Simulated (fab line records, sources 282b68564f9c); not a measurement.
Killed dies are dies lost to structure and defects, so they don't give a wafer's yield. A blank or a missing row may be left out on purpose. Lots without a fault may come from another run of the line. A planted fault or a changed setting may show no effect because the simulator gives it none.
Which tool did it? | flow rit_cmos | 7 lots, 21 wafers sampled, at 1 step of a route of 202

WHAT THE GAUGES READ, wafer by wafer
RIT_ACTIVE_BOW_MEAS_00.
lot  | measured    | on            | INCOMING_BOW (um)
L510 | day 2 01:00 | film_metro-01 | 4 -5 6
L512 | day 2 11:00 | film_metro-03 | 2 7 -5
L516 | day 3 07:02 | film_metro-03 | 6 5 2
L518 | day 3 17:02 | film_metro-01 | 5 1 -3
L523 | day 4 18:01 | film_metro-02 | -4 -2 -1
L527 | day 5 14:01 | film_metro-03 | -13 4 -1
L529 | day 6 00:01 | film_metro-01 | 8 -6 -4

WHICH TOOL RAN EACH LOT (tool, then ch and the chambers of the sampled wafers, then the start)
The record holds no process step before these readings.

THE ANSWER, worked out from the rows above alone
Rule: what is usual is taken from the lots themselves. Put in order of their means at a reading, lots are off if they are a third of the lots or fewer, leave a main group of 4 or more, and stand apart from it by a gap of 3 or more times the standard deviation of the main group's means; of several such gaps the widest counts. A main group whose means are all the same, to the digits that the tables above print for the reading, isn't used. A lot without any number at a reading at which 4 lots or more have one is off too. The other lots that the step has rows for count as sound.
No lot is off at any reading shown: from this, nothing can be told.

WHAT THE SIMULATOR HAD PUT IN
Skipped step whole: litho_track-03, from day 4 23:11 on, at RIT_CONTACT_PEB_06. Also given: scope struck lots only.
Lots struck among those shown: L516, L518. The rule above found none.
